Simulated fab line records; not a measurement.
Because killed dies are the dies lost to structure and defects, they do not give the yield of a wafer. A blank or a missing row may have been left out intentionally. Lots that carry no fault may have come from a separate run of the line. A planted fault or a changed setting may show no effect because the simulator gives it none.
Split-lot experiment / flow ritCmos / 23 wafers read across 5 lots, on a route 202 steps long

THE SPLIT
At RIT_SILICIDE_SPUTTER_01 (material Ti, target thk 30 nm, time 240 s), the setting powerW was moved away from the recipe's 350 W on 7 of the 23 wafers read, by -4.3% to +11.9%. The other wafers ran this setting at the recipe's value.

SPLIT TO READING: what lies between them in the file, 1 step
- RIT_SILICIDE_RS_MEAS_02: measures by four-point-probe

THE READING
SILICIDE_TI_THK, in nm, at RIT_SILICIDE_THK_MEAS_03 (measures by xrf). On this fab line, fault-free wafers typically give 29.6 nm with a standard deviation of 0.32 nm.

wafer=L075.2; tool, chamber at the split=pvdSputter-04, -; powerW as run, W=334.8; against the recipe=-4.3%; SILICIDE_TI_THK, nm=28.3; against lot-mates on the recipe=-1.6
wafer=L075.3; tool, chamber at the split=pvdSputter-04, -; powerW as run, W=350; against the recipe=recipe; SILICIDE_TI_THK, nm=29.7; against lot-mates on the recipe=-
wafer=L075.4; tool, chamber at the split=pvdSputter-04, -; powerW as run, W=334.8; against the recipe=-4.3%; SILICIDE_TI_THK, nm=28.6; against lot-mates on the recipe=-1.3
wafer=L075.5; tool, chamber at the split=pvdSputter-04, -; powerW as run, W=350; against the recipe=recipe; SILICIDE_TI_THK, nm=29.9; against lot-mates on the recipe=-
wafer=L075.6; tool, chamber at the split=pvdSputter-04, -; powerW as run, W=350; against the recipe=recipe; SILICIDE_TI_THK, nm=30.0; against lot-mates on the recipe=-
wafer=L077.1; tool, chamber at the split=pvdSputter-04, -; powerW as run, W=350; against the recipe=recipe; SILICIDE_TI_THK, nm=30.0; against lot-mates on the recipe=-
wafer=L077.2; tool, chamber at the split=pvdSputter-04, -; powerW as run, W=369.9; against the recipe=+5.7%; SILICIDE_TI_THK, nm=31.6; against lot-mates on the recipe=+1.9
wafer=L077.3; tool, chamber at the split=pvdSputter-04, -; powerW as run, W=369.9; against the recipe=+5.7%; SILICIDE_TI_THK, nm=31.7; against lot-mates on the recipe=+1.9
wafer=L077.4; tool, chamber at the split=pvdSputter-04, -; powerW as run, W=350; against the recipe=recipe; SILICIDE_TI_THK, nm=29.5; against lot-mates on the recipe=-
wafer=L077.6; tool, chamber at the split=pvdSputter-04, -; powerW as run, W=369.9; against the recipe=+5.7%; SILICIDE_TI_THK, nm=31.0; against lot-mates on the recipe=+1.2
wafer=L079.1; tool, chamber at the split=pvdSputter-04, -; powerW as run, W=350; against the recipe=recipe; SILICIDE_TI_THK, nm=29.6; against lot-mates on the recipe=-
wafer=L079.3; tool, chamber at the split=pvdSputter-04, -; powerW as run, W=350; against the recipe=recipe; SILICIDE_TI_THK, nm=29.3; against lot-mates on the recipe=-
wafer=L079.5; tool, chamber at the split=pvdSputter-04, -; powerW as run, W=350; against the recipe=recipe; SILICIDE_TI_THK, nm=29.4; against lot-mates on the recipe=-
wafer=L080.1; tool, chamber at the split=pvdSputter-03, -; powerW as run, W=350; against the recipe=recipe; SILICIDE_TI_THK, nm=29.6; against lot-mates on the recipe=-
wafer=L080.3; tool, chamber at the split=pvdSputter-03, -; powerW as run, W=350; against the recipe=recipe; SILICIDE_TI_THK, nm=28.9; against lot-mates on the recipe=-
wafer=L080.4; tool, chamber at the split=pvdSputter-03, -; powerW as run, W=350; against the recipe=recipe; SILICIDE_TI_THK, nm=29.3; against lot-mates on the recipe=-
wafer=L080.5; tool, chamber at the split=pvdSputter-03, -; powerW as run, W=350; against the recipe=recipe; SILICIDE_TI_THK, nm=29.6; against lot-mates on the recipe=-
wafer=L080.6; tool, chamber at the split=pvdSputter-03, -; powerW as run, W=350; against the recipe=recipe; SILICIDE_TI_THK, nm=29.5; against lot-mates on the recipe=-
wafer=L082.2; tool, chamber at the split=pvdSputter-03, -; powerW as run, W=350; against the recipe=recipe; SILICIDE_TI_THK, nm=29.0; against lot-mates on the recipe=-
wafer=L082.3; tool, chamber at the split=pvdSputter-03, -; powerW as run, W=350; against the recipe=recipe; SILICIDE_TI_THK, nm=29.8; against lot-mates on the recipe=-
wafer=L082.4; tool, chamber at the split=pvdSputter-03, -; powerW as run, W=350; against the recipe=recipe; SILICIDE_TI_THK, nm=29.6; against lot-mates on the recipe=-
wafer=L082.5; tool, chamber at the split=pvdSputter-03, -; powerW as run, W=391.5; against the recipe=+11.9%; SILICIDE_TI_THK, nm=32.6; against lot-mates on the recipe=+3.1
wafer=L082.6; tool, chamber at the split=pvdSputter-03, -; powerW as run, W=391.5; against the recipe=+11.9%; SILICIDE_TI_THK, nm=33.3; against lot-mates on the recipe=+3.8

FIT RESULTS
A straight line over all 23 wafers: SILICIDE_TI_THK changes by +0.291 nm for each +1% of powerW; r = +0.97; the points scatter about the line by 0.33 nm.
The same after taking each lot's own level away (the mean of its wafers on the recipe; 23 wafers): +0.299 nm for each +1%; r = +0.98; scatter 0.27 nm.
According to that fit, moving powerW by its largest amount changes the reading by 3.5 nm.
Across the lots, their own levels run from 29.38 to 29.87 nm, a range of 1.5 times the standard deviation given above.
The two slopes are in agreement: the lot-to-lot level therefore moves the slope only a little.
Check: for one of the wafers moved furthest among these (+11.9%), held out of the fit, the line's prediction against its lot-mates is +3.72 nm. It came out at +3.13 nm against them.

FURTHER SPLITS ON THESE WAFERS
These wafers also went through other splits before the reading. Each is held against what the fit with the lots' levels taken away leaves over:
other split on the same wafers=RIT_GATE_COAT_11 spinRpm; wafers away from the commonest value=8; r with SILICIDE_TI_THK (lot level and that fit taken away)=+0.18
other split on the same wafers=RIT_NLDD_COAT_01 resistThkNm; wafers away from the commonest value=7; r with SILICIDE_TI_THK (lot level and that fit taken away)=+0.23
other split on the same wafers=RIT_NLDD_DEVELOP_05 developTimeS; wafers away from the commonest value=8; r with SILICIDE_TI_THK (lot level and that fit taken away)=+0.01
other split on the same wafers=RIT_SPACER_CVD_03 timeS; wafers away from the commonest value=15; r with SILICIDE_TI_THK (lot level and that fit taken away)=+0.05
other split on the same wafers=RIT_NSD_IMPLANT_08 doseCm2; wafers away from the commonest value=9; r with SILICIDE_TI_THK (lot level and that fit taken away)=-0.01
other split on the same wafers=RIT_PSD_COAT_01 spinRpm; wafers away from the commonest value=6; r with SILICIDE_TI_THK (lot level and that fit taken away)=-0.12
other split on the same wafers=RIT_PSD_IMPLANT_08 doseCm2; wafers away from the commonest value=10; r with SILICIDE_TI_THK (lot level and that fit taken away)=-0.31

THE WHOLE CHAIN: every reading that the file lists as answering this split, in the file's order
step=RIT_SILICIDE_SPUTTER_01; what it does=material Ti, target thk 30 nm, time 240 s; reading=Ti_of_SILICIDE_SPUTTER_01.thkNm (the simulator's own value, which no gauge read); change (the file's fit)=+0.295 nm for each +1% of the setting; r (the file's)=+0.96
step=RIT_SILICIDE_RS_MEAS_02; what it does=measures by four-point-probe; reading=SILICIDE_TI_RS; change (the file's fit)=-0.545 for each +1% of the setting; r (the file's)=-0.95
step=RIT_SILICIDE_THK_MEAS_03; what it does=measures by xrf; reading=SILICIDE_TI_THK; change (the file's fit)=+0.297 for each +1% of the setting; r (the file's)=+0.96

FILE'S OWN FIT
SILICIDE_TI_THK changes by +0.297 nm for each +1% of powerW, r = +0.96.
